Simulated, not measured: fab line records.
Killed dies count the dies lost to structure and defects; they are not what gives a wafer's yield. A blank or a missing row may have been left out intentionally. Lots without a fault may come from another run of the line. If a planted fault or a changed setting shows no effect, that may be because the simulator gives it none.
One fault seen from 2 desks | flow rit_cmos | each desk has only its own numbers; what lay behind them comes last

## METROLOGY DESK
What the gauges read for every lot (on any tool): the sampled wafers with a number, averaged. If a lot's mean is further than 4 standard deviations from the usual mean, the lot is out of limits and carries the mark OUT (the distance appears in the brackets).
Columns: A = REOX_OXIDE_THK at RIT_REOX_THK_MEAS_04, usual 25.1 nm; B = SILICIDE_TI_RS at RIT_SILICIDE_RS_MEAS_02, usual 49.7 ohm/sq
lot  | first seen here | A              | B
L983 | day 2 23:24     | 24.5           | 49.6
L984 | day 3 02:41     | 24.4           | 50.4
L985 | day 3 07:07     | 24.9           | 48.6
L986 | day 3 12:36     | 24.9           | 49.8
L987 | day 3 18:00     | 25.2           | 50.2
L991 | day 4 13:34     | 24.8           | 50.5
L992 | day 4 18:20     | 25.2           | 49.9
L993 | day 5 00:08     | 25.2           | 49.3
L995 | day 5 09:40     | 25.8           | 50.3
L998 | day 6 00:41     | 32.9 (+19) OUT | 49.9
L999 | day 6 06:16     | 32.1 (+18) OUT | 50.1
L100 | day 6 11:45     | 24.6           | 48.6
L101 | day 6 15:44     | 25.3           | 48.8
L105 | day 7 10:39     | 25.2           | 49.0
This desk's finding: out of limits on L998, L999; first on L998, day 6 00:41 (REOX_OXIDE_THK at RIT_REOX_THK_MEAS_04). L983, L984, L985, L986, L987, L991, L992, L993, L995, L100, L101, L105: within limits.

## THE TOOL OWNER'S DESK: furnace-02
The tool's own readings at RIT_REOX_OXIDATION_03 (target thk 25.2 nm, ox time 5580 s): means of the sampled wafers that have a number, for each lot that ran on this tool. If a lot's mean is further than 4 standard deviations from the usual mean, the lot is out of limits and carries the mark OUT (the distance appears in the brackets).
Columns: A = spike_tc_load_C at RIT_REOX_OXIDATION_03, usual 925.8 C; B = tube_center_temp_C_max at RIT_REOX_OXIDATION_03, usual 902.3
lot  | first seen here | A     | B
L983 | day 2 20:50     | 928.1 | 902.3
L985 | day 3 04:34     | 927.0 | 902.6
L986 | day 3 10:02     | 926.4 | 902.4
L992 | day 4 15:47     | 928.3 | 902.5
L995 | day 5 07:05     | 927.9 | 902.2
L998 | day 5 22:08     | 927.5 | 902.3
L999 | day 6 03:42     | 927.2 | 902.3
This desk's verdict: no lot among the 7 shows anything out of limits.

## BROUGHT TOGETHER
On L998, L999, the metrology desk was in a position to raise an alarm at day 6 00:41.
The desk of the tool owner found nothing out of limits.
The tool owner's desk has L998, L999 on record, within its limits.
On furnace-02, each named lot ran RIT_REOX_OXIDATION_03.

## WHAT THE SIMULATOR HAD PUT IN
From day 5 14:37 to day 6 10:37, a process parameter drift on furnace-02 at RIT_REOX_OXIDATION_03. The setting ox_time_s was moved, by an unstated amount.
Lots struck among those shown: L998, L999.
Per desk, hours elapsed from the start of the fault to the first reading out of limits: for the metrology desk, 10.
